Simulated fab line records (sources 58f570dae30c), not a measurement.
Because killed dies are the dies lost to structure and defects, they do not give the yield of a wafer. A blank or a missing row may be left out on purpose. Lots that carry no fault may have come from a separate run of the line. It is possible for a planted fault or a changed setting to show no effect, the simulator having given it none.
Problem report in the 8D (eight disciplines) form, filled by code | flow berkeleyCmos170 | the parts of the form that need people (team, actions taken, sign-off) are left out

## 1. THE PROBLEM
Wafers free of any fault read 376 nm (standard deviation 6) for SPACER_TEOS_THK at UCB170_SPACER_THK_MEAS_01, against a mean of 329 nm on 2 wafers of 2 lots. That puts it -7.8 standard deviations away from the usual mean.
First seen on wafer L561.3, day 9 03:59, on filmMetro-01. The record holds 42 wafers of 14 lots with a number at this step. Rule for "out" (also "out of limits"): further than 4 standard deviations from the usual mean. The other wafers with a number count as sound.

## 2. WHAT IT IS, WHAT IT ISN'T
question                    | is               | is not
which readings at this step | SPACER_TEOS_THK  | -
which lots                  | L561, L566       | L553, L554, L555, L559, L562, L564, L565, L567, L570, L572, L574, L576
which wafers of those lots  | L561.3, L566.3   | L561.1, L561.4, L566.1, L566.4
read on which gauges        | filmMetro-01     | filmMetro-02, filmMetro-04
when                        | from day 9 03:59 | up to then (20 sound wafers); but 20 sound wafers of L565, L566, L567, L570, L572, L574, L576 came after

## 3. THE SUSPECTS, EACH WITH WHAT RULES IT OUT
Counting: a tool at a process step up to the reading stays a suspect if it ran every lot that is out. Sound lots after the first of them don't rule it out here, since some wafers of a struck lot are sound.
- the gauge at UCB170_SPACER_THK_MEAS_01 is ruled out. All the wafers that are out were read on filmMetro-01, but those of them that UCB170_SPACER_CVD_00 has rows for are out there too, on other tools.
- pecvd-02 at UCB170_SPACER_CVD_00 (deposits SiO2 from TEOS/O2, target thk 376 nm, time 47 s): kept. Ran every lot that is out, first one L561 (day 9 03:56); last sound lot up to then L564 (day 9 03:00). Its own readings are out on those wafers: runLengthS.
- At UCB170_SPACER_CVD_00, inside pecvd-02: chamber 0 took the wafers that are out, while their sound lot-mates went through chambers 1, 2.
Left after counting: pecvd-02 at UCB170_SPACER_CVD_00.

## 4. THE CAUSE (what the simulator had put in)
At UCB170_SPACER_CVD_00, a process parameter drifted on pecvd-02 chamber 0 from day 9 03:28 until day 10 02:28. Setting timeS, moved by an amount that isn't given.
This tool alone remained once counting was done.

## 5. THE CHAIN OF EFFECTS, in route order
Rows list readings where the struck wafers' mean (over those with a number) sits beyond 3 standard deviations from the usual. Scope: only readings with a usual standard deviation given in the record; hours: median across lots of the time from each lot's start at the first step in this table that gives one to its start at this step; sigmas: change in usual standard deviations.
hours | step                      | reading         | usual      | on struck wafers | change | sigmas
0     | UCB170_SPACER_CVD_00      | runLengthS      | 75.1 s     | 70.0             | -5.1   | -7.6
0     | UCB170_SPACER_THK_MEAS_01 | SPACER_TEOS_THK | 376 nm     | 329              | -47    | -7.8
5     | UCB170_SPACER_ETCHBACK_03 | oesProductAu    | 0.904 a.u. | 0.827            | -0.078 | -5.2
Here are the process steps it includes:
- UCB170_SPACER_CVD_00: deposits SiO2 from TEOS/O2, target thk 376 nm, time 47 s.
- UCB170_SPACER_ETCHBACK_03: etches SiO2 in CHF3/CF4/Ar, stops on Si, target depth 376 nm, time 100 s.

## 6. HOW IT WOULD HAVE BEEN CAUGHT EARLIER
In this record the first reading out of limits at a measuring or inspecting step was taken at day 9 03:59, 1 hour after the fault began at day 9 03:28.
Tool's own readings at UCB170_SPACER_CVD_00, runLengthS: out on all struck wafers the step has rows for; an alarm limit on them would have tripped on the first.
Lots out: 2; of these, L566 started UCB170_SPACER_CVD_00 on pecvd-02 after day 9 03:59. Had the tool been put on hold then, it would have been spared.
